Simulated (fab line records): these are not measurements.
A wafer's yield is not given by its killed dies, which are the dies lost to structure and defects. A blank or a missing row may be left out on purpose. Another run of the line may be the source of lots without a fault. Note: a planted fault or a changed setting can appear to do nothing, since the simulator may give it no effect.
fab line records    flow rit_cmos
record: lots: 10  wafers: 30  last_day: 6
route steps=202 shown M1@200
lots with no fault: from the same line, run without faults
start_h: hours from the record's opening day to when the first of the lot's shown wafers began    wait_h: how many hours have passed since the lot's step before this one    " identical to the entry in the row above    L1.1+2: one row covering several wafers at once    - value missing, or start not given    * or withheld: withheld    < > ~ a bound
route shown NAME@n: NAME is a module with steps in the file, n the number in the route of the first one    usual: mean and standard deviation over wafers with no fault    same: alike in all rows    chamber/n: place in a boat    sites: each site's reading    _std_site: their standard deviation    _edge_site: inner sites' mean taken away from outer sites' mean    radius_mm: for every site, how far away it sits from the centre of the wafer    mask NAME#n: copy n    behind: the tool/chamber that last shaped the wafer    hold: the reason the lot was held/the length of the hold in hours/how it ended    device: names the non-switching transistor (n, p or np)    end of line: tests of these same wafers at the route's end    a step without rows: its recipe alone    killed: count of dies lost to structure and defects at first sort (not the wafer's yield)    map: dies across one wafer; x = killed, . = not, _ = none there
set.NAME: the run value of the setting; set.NAME@STEP: its run value at that earlier step    model.NAME: the simulator's own value behind a step, which no gauge read
one table for each step of the route and one row for each wafer, over a sample of lots
== steps ==
step: RIT_M1_ANNEAL_15
recipe: temp_c: 450  time_s: 1842  ambient: forming_gas_H2N2
usual: spike_tc_centre_C: 451.4/0.99  spike_tc_load_C: 471.7/1  spike_tc_source_C: 466.3/0.91  tube_center_temp_C: 450/0.043  tube_center_temp_C_max: 451.18/0.16  zone_power_centre_pct: 20.20/0.23  zone_power_load_pct: 6.30/0.065  zone_power_source_pct: 8.03/0.08
lot.wafer  tool        chamber  start_h  wait_h  spike_tc_centre_C  spike_tc_load_C  spike_tc_source_C  tube_center_temp_C  tube_center_temp_C_max  zone_power_centre_pct  zone_power_load_pct  zone_power_source_pct
L379.1     furnace-02  0        57.55    0.1     450.1              470.4            466.4              450.06              451.11                  20.08                  6.28                 7.86
L379.4     "           0        "        "       450.4              470.1            466.1              450.01              451.36                  20.27                  6.49                 8.04
L379.6     "           0        "        "       450.6              471.5            467.5              450.03              451.39                  20.19                  6.21                 7.94
L380.2     furnace-02  0        64.24    0.1     451.8              469.4            463.7              450.05              451.12                  19.94                  6.30                 8.07
L380.3     "           0        "        "       451.8              472.2            464.4              449.98              450.96                  20.18                  6.40                 8.20
L380.6     "           0        "        "       452.6              472.6            466.9              449.97              451.12                  20.06                  6.21                 8.04
L381.2     furnace-02  0        66.96    0.1     452.4              472.6            465.4              450.03              450.93                  19.72                  6.24                 8.09
L381.3     "           0        "        "       451.8              471.3            464.5              449.91              451.39                  20.16                  6.31                 7.99
L381.4     "           0        "        "       450.3              471.5            467.4              450.01              451.07                  20.54                  6.16                 8.05
L382.3     furnace-02  0        74.67    0.1     452.4              470.3            466.6              449.98              451.09                  20.27                  6.28                 7.91
L382.4     "           0        "        "       454.0              471.2            467.2              449.97              451.56                  20.24                  6.32                 7.95
L382.6     "           0        "        "       453.2              470.4            465.4              450.02              451.26                  19.94                  6.22                 7.99
L383.1     furnace-02  0        80.11    0.1     451.4              472.8            465.8              449.97              451.01                  20.08                  6.37                 8.07
L383.4     "           0        "        "       450.3              473.3            465.6              450.08              450.98                  20.29                  6.32                 7.99
L383.5     "           0        "        "       451.6              471.7            467.2              450.07              451.27                  20.09                  6.37                 7.95
L389.1     furnace-02  0        112.86   0.1     452.1              471.7            466.5              450                 451.18                  19.96                  6.39                 8.04
L389.3     "           0        "        "       450.9              471.2            466.8              450                 451.16                  19.97                  6.27                 8.08
L389.6     "           0        "        "       450.2              473.3            467.8              449.96              451.13                  20.17                  6.27                 8.10
L390.1     furnace-02  0        116.98   0.1     450.8              471.5            464.1              450.04              451.31                  19.90                  6.29                 8.16
L390.2     "           0        "        "       451.7              470.8            465.5              450.05              451.21                  20.55                  6.31                 8.09
L390.5     "           0        "        "       452.4              472.4            465.5              450.03              451.12                  20.37                  6.26                 7.93
L391.4     furnace-02  0        130.09   0.0     391.2              410.0            406.0              390.04              391.01                  17.19                  5.04                 6.30
L391.5     "           0        "        "       389.6              410.1            405.9              389.93              391.07                  17.49                  4.94                 6.30
L391.6     "           0        "        "       391.6              411.5            405.6              390.1               391.15                  17.19                  4.94                 6.27
L392.2     furnace-02  0        131.59   0.2     391.3              411.7            405.2              389.95              391.15                  17.04                  4.97                 6.29
L392.3     "           0        "        "       392.2              413.3            405.4              389.98              390.96                  17.13                  5.00                 6.33
L392.5     "           0        "        "       390.7              410.3            406.9              390.06              391.36                  16.71                  4.88                 6.27
L393.1     furnace-02  0        137.73   0.1     391.9              410.2            405.3              390.01              391.31                  17.30                  4.95                 6.38
L393.2     "           0        "        "       391.3              409.1            405.1              389.99              391.23                  17.17                  4.94                 6.27
L393.4     "           0        "        "       392.0              411.4            404.6              389.98              390.88                  17.01                  4.94                 6.26
step: RIT_M1_PROBE_99
usual: defect_limited_yield: 97.2/1.3  killed_at_contacts: 0.0/0.18  killed_at_front_end: 7/3.4  killed_dies: 7/3.4  killed_open: 3.7/2.2  killed_short: 3.6/2.2  sort_bin_3_pad_short: 0.2/0.24  sort_bin_5_function: 1.6/0.94  sort_bin_6_memory: 1.1/0.72  sort_n_pass: 257/3.4  sort_yield_pct: 97.2/1.3
same: gross_dies: 264  killed_at_M0_to_M3: 0  killed_at_M4_up: 0  killed_at_back_side: 0  killed_at_other: 0
lot.wafer  tool       chamber  start_h  wait_h  defect_limited_yield[%]  killed_at_contacts  killed_at_front_end  killed_dies  killed_open  killed_short  sort_bin_3_pad_short[%]  sort_bin_5_function[%]  sort_bin_6_memory[%]  sort_n_pass  sort_yield_pct[%]
L379.1     prober-02  -        59.17    0.1     96.2                     0                   10                   10           4            6             0.4                      1.9                     1.5                   254          96.2
L379.4     prober-02  -        59.32    0.2     97.0                     0                   8                    8            5            3             0                        1.1                     1.9                   256          97.0
L379.6     prober-02  -        59.42    0.2     97.3                     0                   7                    7            5            2             0                        1.9                     0.8                   257          97.3
L380.2     prober-01  -        65.91    0.1     99.2                     0                   2                    2            2            0             0                        0.8                     0                     262          99.2
L380.3     prober-01  -        65.96    0.2     98.9                     1                   2                    3            2            1             0                        1.1                     0                     261          98.9
L380.6     prober-01  -        66.11    0.2     98.5                     0                   4                    4            3            1             0                        0.8                     0.8                   260          98.5
L381.2     prober-01  -        68.63    0.1     94.3                     0                   15                   15           6            9             0                        3.4                     2.3                   249          94.3
L381.3     prober-01  -        68.68    0.2     97.3                     0                   7                    7            3            4             0                        1.9                     0.8                   257          97.3
L381.4     prober-01  -        68.73    0.2     95.8                     0                   11                   11           4            7             0.4                      0.8                     3.0                   253          95.8
L382.3     prober-01  -        76.39    0.2     98.5                     0                   4                    4            1            3             0                        0.4                     1.1                   260          98.5
L382.4     prober-01  -        76.44    0.2     97.7                     0                   6                    6            5            1             0                        1.9                     0.4                   258          97.7
L382.6     prober-01  -        76.54    0.2     95.8                     0                   11                   11           7            4             0.8                      1.5                     1.9                   253          95.8
L383.1     prober-02  -        81.73    0.1     98.1                     0                   5                    5            3            2             0                        1.1                     0.8                   259          98.1
L383.4     prober-02  -        81.88    0.2     96.2                     0                   10                   10           5            5             0                        1.9                     1.9                   254          96.2
L383.5     prober-02  -        81.93    0.2     96.6                     0                   9                    9            5            4             0                        1.9                     1.5                   255          96.6
L389.1     prober-02  -        114.48   0.1     97.0                     0                   8                    8            7            1             0                        1.9                     1.1                   256          97.0
L389.3     prober-02  -        114.58   0.2     97.0                     0                   8                    8            4            4             0                        1.9                     1.1                   256          97.0
L389.6     prober-02  -        114.73   0.2     96.2                     0                   10                   10           6            4             0.4                      2.3                     1.1                   254          96.2
L390.1     prober-01  -        118.60   0.1     97.3                     0                   7                    7            4            3             0                        1.5                     1.1                   257          97.3
L390.2     prober-01  -        118.65   0.1     97.3                     0                   7                    7            5            2             0                        1.9                     0.8                   257          97.3
L390.5     prober-01  -        118.80   0.2     92.8                     0                   19                   19           11           8             0                        4.5                     2.7                   245          92.8
L391.4     prober-02  -        131.86   0.2     98.1                     0                   5                    5            4            1             0                        0.8                     1.1                   259          98.1
L391.5     prober-02  -        131.91   0.2     95.8                     0                   11                   11           5            6             0                        1.9                     2.3                   253          95.8
L391.6     prober-02  -        131.96   0.2     98.1                     0                   5                    5            1            4             0                        0.4                     1.5                   259          98.1
L392.2     prober-01  -        133.26   0.1     97.7                     0                   6                    6            0            6             0.8                      0.8                     0.8                   258          97.7
L392.3     prober-01  -        133.31   0.2     98.1                     0                   5                    5            2            3             0.4                      0.4                     1.1                   259          98.1
L392.5     prober-01  -        133.41   0.2     95.8                     0                   11                   11           4            7             0                        3.0                     1.1                   253          95.8
L393.1     prober-02  -        139.35   0.1     95.1                     0                   13                   13           5            8             0.4                      1.5                     3.0                   251          95.1
L393.2     prober-02  -        139.40   0.1     96.6                     0                   9                    9            7            2             0                        1.5                     1.9                   255          96.6
L393.4     prober-02  -        139.50   0.2     97.3                     0                   7                    7            0            7             0.4                      1.5                     0.8                   257          97.3
killed by level:class
L379.1 GATE:geometric_particle:short=3 FOX2:geometric_particle:open=2 FOX1:geometric_particle:short=1 FOX2:geometric_particle:short=1 GATE:geometric_particle:open=1 SILICIDE:geometric_particle:short=1 SILICIDE:geometric_particle:open=1
L379.4 GATE:geometric_particle:open=4 FOX1:geometric_particle:short=2 GATE:geometric_particle:short=1 SPACER:geometric_particle:open=1
L379.6 FOX2:geometric_particle:open=2 SPACER:geometric_particle:open=2 FOX1:geometric_particle:short=1 FOX1:geometric_particle:open=1 FOX2:geometric_particle:short=1
L380.2 REOX:geometric_particle:open=1 SPACER:geometric_particle:open=1
L380.3 GATE:geometric_particle:short=1 GATE:geometric_particle:open=1 CONTACT:geometric_particle:open=1
L380.6 SILICIDE:geometric_particle:open=2 GATE:geometric_particle:open=1 SILICIDE:geometric_particle:short=1
L381.2 GATE:geometric_particle:short=5 GATE:geometric_particle:open=2 FOX1:geometric_particle:short=1 FOX2:geometric_particle:open=1 REOX:geometric_particle:open=1 REOX:geometric_particle:short=1 SPACER:geometric_particle:open=1 SPACER:geometric_particle:short=1
L381.3 GATE:geometric_particle:short=2 SPACER:geometric_particle:open=2 FOX2:geometric_particle:open=1 FOX2:geometric_particle:short=1 REOX:geometric_particle:short=1
L381.4 FOX2:geometric_particle:open=2 GATE:geometric_particle:short=2 SPACER:geometric_particle:short=2 SILICIDE:geometric_particle:short=2 FOX2:geometric_particle:short=1 GATE:geometric_particle:open=1 SILICIDE:geometric_particle:open=1
L382.3 FOX1:geometric_particle:short=1 GATE:geometric_particle:short=1 REOX:geometric_particle:open=1 REOX:geometric_particle:short=1
L382.4 GATE:geometric_particle:open=4 REOX:geometric_particle:open=1 SPACER:geometric_particle:short=1
L382.6 REOX:geometric_particle:open=3 GATE:geometric_particle:short=2 SPACER:geometric_particle:short=2 FOX1:geometric_particle:open=1 GATE:geometric_particle:open=1 SPACER:geometric_particle:open=1 SILICIDE:geometric_particle:open=1
L383.1 GATE:geometric_particle:open=2 GATE:geometric_particle:short=2 REOX:geometric_particle:open=1
L383.4 REOX:geometric_particle:open=3 SPACER:geometric_particle:short=3 SPACER:geometric_particle:open=2 SILICIDE:geometric_particle:short=2
L383.5 GATE:geometric_particle:short=3 REOX:geometric_particle:open=2 SPACER:geometric_particle:open=2 GATE:geometric_particle:open=1 SPACER:geometric_particle:short=1
L389.1 SILICIDE:geometric_particle:open=3 ACTIVE:geometric_particle:open=1 FOX1:geometric_particle:open=1 GATE:geometric_particle:open=1 SPACER:geometric_particle:open=1 SPACER:geometric_particle:short=1
L389.3 SPACER:geometric_particle:open=3 FOX1:geometric_particle:short=2 REOX:geometric_particle:short=2 GATE:geometric_particle:open=1
L389.6 GATE:geometric_particle:open=3 GATE:geometric_particle:short=2 SPACER:geometric_particle:open=2 FOX1:geometric_particle:short=1 REOX:geometric_particle:open=1 SPACER:geometric_particle:short=1
L390.1 FOX1:geometric_particle:short=3 GATE:geometric_particle:open=3 FOX1:geometric_particle:open=1
L390.2 GATE:geometric_particle:open=2 REOX:geometric_particle:open=2 FOX1:geometric_particle:open=1 FOX1:geometric_particle:short=1 REOX:geometric_particle:short=1
L390.5 REOX:geometric_particle:open=3 FOX1:geometric_particle:open=2 FOX2:geometric_particle:open=2 GATE:geometric_particle:short=2 SPACER:geometric_particle:short=2 SILICIDE:geometric_particle:open=2 SILICIDE:geometric_particle:short=2 FOX2:geometric_particle:short=1
L391.4 GATE:geometric_particle:open=2 SPACER:geometric_particle:open=2 FOX1:geometric_particle:short=1
L391.5 GATE:geometric_particle:short=3 FOX1:geometric_particle:short=2 GATE:geometric_particle:open=2 SPACER:geometric_particle:open=2 FOX2:geometric_particle:short=1 FOX2:geometric_particle:open=1
L391.6 GATE:geometric_particle:short=3 FOX2:geometric_particle:short=1 REOX:geometric_particle:open=1
L392.2 FOX1:geometric_particle:short=2 GATE:geometric_particle:short=2 SPACER:geometric_particle:short=1 SILICIDE:geometric_particle:short=1
L392.3 FOX1:geometric_particle:short=1 GATE:geometric_particle:short=1 GATE:geometric_particle:open=1 REOX:geometric_particle:open=1 SILICIDE:geometric_particle:short=1
L392.5 GATE:geometric_particle:open=2 REOX:geometric_particle:short=2 SPACER:geometric_particle:short=2 FOX1:geometric_particle:short=1 FOX1:geometric_particle:open=1 GATE:geometric_particle:short=1 REOX:geometric_particle:open=1 SILICIDE:geometric_particle:short=1
L393.1 REOX:geometric_particle:short=4 FOX2:geometric_particle:open=2 SILICIDE:geometric_particle:short=2 FOX1:geometric_particle:open=1 FOX1:geometric_particle:short=1 GATE:geometric_particle:open=1 GATE:geometric_particle:short=1 SPACER:geometric_particle:open=1
L393.2 GATE:geometric_particle:open=3 FOX1:geometric_particle:short=2 SILICIDE:geometric_particle:open=2 FOX1:geometric_particle:open=1 REOX:geometric_particle:open=1
L393.4 FOX1:geometric_particle:short=3 GATE:geometric_particle:short=2 REOX:geometric_particle:short=1 SPACER:geometric_particle:short=1
== key ==
first_sign: step: RIT_M1_ANNEAL_15  reading: tube_center_temp_C  direction: down  sigmas: 99+  usual: *  struck: *
effect: step: RIT_M1_ANNEAL_15  reading: tube_center_temp_C_max  direction: down  sigmas: 99+  usual: *  struck: *
met_at RIT_M1_ANNEAL_15
struck_lots L391,L392,L393
fault: kind: process_parameter_drift  tool: furnace-02  chamber: -  onset_h: 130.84  steps: RIT_M1_ANNEAL_15  channel: temp_c  offset: *  shape: step  end_h: 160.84  stated: *
